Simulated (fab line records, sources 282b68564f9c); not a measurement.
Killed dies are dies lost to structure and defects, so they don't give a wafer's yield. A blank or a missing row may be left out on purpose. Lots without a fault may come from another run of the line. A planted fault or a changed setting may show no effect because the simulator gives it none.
Which tool did it? | flow rit_cmos | 9 lots, 27 wafers sampled, at 5 steps of a route of 202

WHAT THE GAUGES READ, wafer by wafer
RIT_WELLDRIVE_RS_MEAS_01: measures by four-point-probe.
lot  | measured    | on            | NWELL_RS (ohm/sq)
L776 | day 2 04:41 | film_metro-02 | 276.4 275.0 276.3
L777 | day 2 09:37 | film_metro-02 | 273.3 275.1 274.0
L779 | day 2 18:46 | film_metro-04 | 276.6 276.8 276.4
L784 | day 3 21:07 | film_metro-02 | 274.0 274.6 274.3
L787 | day 4 10:37 | film_metro-04 | 276.0 276.6 276.5
L789 | day 4 21:29 | film_metro-03 | 275.2 275.5 274.9
L792 | day 5 11:46 | film_metro-04 | 274.7 275.8 274.6
L793 | day 5 17:46 | film_metro-02 | 275.5 274.7 275.2
L799 | day 6 22:49 | film_metro-03 | 274.8 275.0 274.6

RIT_SPACER_THK_MEAS_04.
lot  | measured    | on            | SPACER_NITRIDE_THK (nm)
L776 | day 2 21:59 | film_metro-01 | 250.2 251.9 250.5
L777 | day 3 03:28 | film_metro-04 | 249.8 248.9 249.0
L779 | day 3 13:23 | film_metro-02 | 249.6 250.3 251.7
L784 | day 4 14:26 | film_metro-02 | 216.6 217.9 218.6 216.8 217.8 218.5
L787 | day 5 04:11 | film_metro-04 | 217.8 216.3 219.5 217.9 216.6 219.4
L789 | day 5 14:29 | film_metro-02 | 251.2 250.9 251.6
L792 | day 6 05:24 | film_metro-02 | 247.7 246.2 251.2
L793 | day 6 11:53 | film_metro-02 | 253.9 254.3 254.1
L799 | day 7 18:00 | film_metro-04 | 248.9 248.5 248.0

RIT_CONTACT_CD_MEAS_08: target cd 1000 nm.
lot  | measured    | on        | cd_nm (nm)
L776 | day 3 03:46 | cd_sem-02 | 1002.2 1004.4 1001.7
L777 | day 3 09:31 | cd_sem-02 | 997.9 999.2 1000.7
L779 | day 3 19:13 | cd_sem-02 | 999.9 1002.4 1001.6
L787 | day 5 16:49 | cd_sem-02 | 1001.5 1003.4 1003.9
L789 | day 5 20:15 | cd_sem-02 | 1002.4 1001.9 1003.4
L792 | day 6 11:07 | cd_sem-02 | 1005.3 1003.2 1001.9
L793 | day 6 17:41 | cd_sem-02 | 997.3 998.5 997.6
L799 | day 7 23:49 | cd_sem-02 | 1001.3 1000.3 1002.4

WHICH TOOL RAN EACH LOT (tool, then ch and the chambers of the sampled wafers, then the start)
lot  | RIT_SPACER_CVD_03          | RIT_SPACER_ETCHBACK_05
L776 | lpcvd-02 ch 0, day 2 20:04 | rie_diel-01 ch 1,2,3, day 2 22:02
L777 | lpcvd-01 ch 1, day 3 01:33 | rie_diel-02 ch 0,1,2, day 3 03:32
L779 | lpcvd-02 ch 0, day 3 11:28 | rie_diel-01 ch 1,2,3, day 3 13:26
L784 | lpcvd-01 ch 1, day 4 12:31 | rie_diel-04 ch 0,2,3, day 4 20:53
L787 | lpcvd-01 ch 1, day 5 02:16 | rie_diel-01 ch 0,1,2, day 5 09:34
L789 | lpcvd-02 ch 0, day 5 12:32 | rie_diel-04 ch 0,1,2, day 5 14:36
L792 | lpcvd-02 ch 1, day 6 03:28 | rie_diel-01 ch 0,1,2, day 6 05:27
L793 | lpcvd-02 ch 0, day 6 09:58 | rie_diel-01 ch 0,2,3, day 6 11:57
L799 | lpcvd-02 ch 0, day 7 16:04 | rie_diel-01 ch 0,2,3, day 7 18:03
- RIT_SPACER_CVD_03: deposits Si3N4 from SiH2Cl2/NH3, target thk 250 nm, time 3300 s.
- RIT_SPACER_ETCHBACK_05: etches Si3N4 in SF6/CHF3, stops on SiO2, target depth 250 nm, time 240 s.

WHAT THE TOOLS THEMSELVES READ (means of the sampled wafers that have a number; where no wafer has one, the mark that the record gives instead)
RIT_SPACER_CVD_03.
lot  | tool     | zone_power_centre_pct (%)
L776 | lpcvd-02 | 35.3
L777 | lpcvd-01 | 34.7
L779 | lpcvd-02 | 35.5
L784 | lpcvd-01 | 34.5
L787 | lpcvd-01 | 34.8
L789 | lpcvd-02 | 35.9
L792 | lpcvd-02 | 37.1
L793 | lpcvd-02 | 35.4
L799 | lpcvd-02 | 35.6

RIT_SPACER_ETCHBACK_05.
lot  | tool        | chamber_pressure_mTorr (mTorr) | drypump_motor_current_A (A) | oes_product_au (a.u.) | rf_fwd_power_W (W) | throttle_valve_pct (%)
L776 | rie_diel-01 | 39.98                          | 5.8                         | 0.838                 | 250.0              | 10.26
L777 | rie_diel-02 | 40.02                          | 5.6                         | 0.840                 | 248.3              | 10.15
L779 | rie_diel-01 | 40.00                          | 5.8                         | 0.834                 | 248.8              | 10.25
L784 | rie_diel-04 | 39.99                          | 6.2                         | 0.767                 | 249.9              | 10.32
L787 | rie_diel-01 | 40.00                          | 5.9                         | 0.752                 | 249.2              | 10.28
L789 | rie_diel-04 | 40.00                          | 5.9                         | 0.848                 | 249.2              | 10.34
L792 | rie_diel-01 | 40.01                          | 5.9                         | 0.825                 | 249.0              | 10.33
L793 | rie_diel-01 | 39.99                          | 5.4                         | 0.849                 | 249.7              | 10.28
L799 | rie_diel-01 | 40.01                          | 5.4                         | 0.828                 | 249.4              | 10.28

THE ANSWER, worked out from the rows above alone
Rule: what is usual is taken from the lots themselves. Put in order of their means at a reading, lots are off if they are a third of the lots or fewer, leave a main group of 4 or more, and stand apart from it by a gap of 3 or more times the standard deviation of the main group's means; of several such gaps the widest counts. A main group whose means are all the same, to the digits that the tables above print for the reading, isn't used. A lot without any number at a reading at which 4 lots or more have one is off too. The other lots that the step has rows for count as sound. The gauges are gone through in route order, then the tools' own readings, and for those a lot's mean is taken as printed above. The first step at which some lot is off is used, and at that step the reading that is off furthest; a lot without a number counts as furthest.
Off: L784, L787, at RIT_SPACER_THK_MEAS_04 (SPACER_NITRIDE_THK). The main group: mean 250.4 nm, standard deviation 1.8.
A tool fits if, at a process step before that reading, it ran every lot that is off, and no sound lot after the first of them. The gauges at RIT_SPACER_THK_MEAS_04 aren't tried: what is off there is off at RIT_SPACER_ETCHBACK_05 too, on other tools, and a gauge's error can't cause that. One fits: lpcvd-01 at RIT_SPACER_CVD_03. Its last sound lot is L777 (day 3 01:33), its first lot that is off L784 (day 4 12:31): a fault that began between those two fits.

WHAT THE SIMULATOR HAD PUT IN
Process parameter drift: lpcvd-01, from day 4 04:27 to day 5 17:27, at RIT_SPACER_CVD_03. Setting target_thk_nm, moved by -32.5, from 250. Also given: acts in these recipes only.
Lots struck among those shown: L784, L787. The rule above found the same.
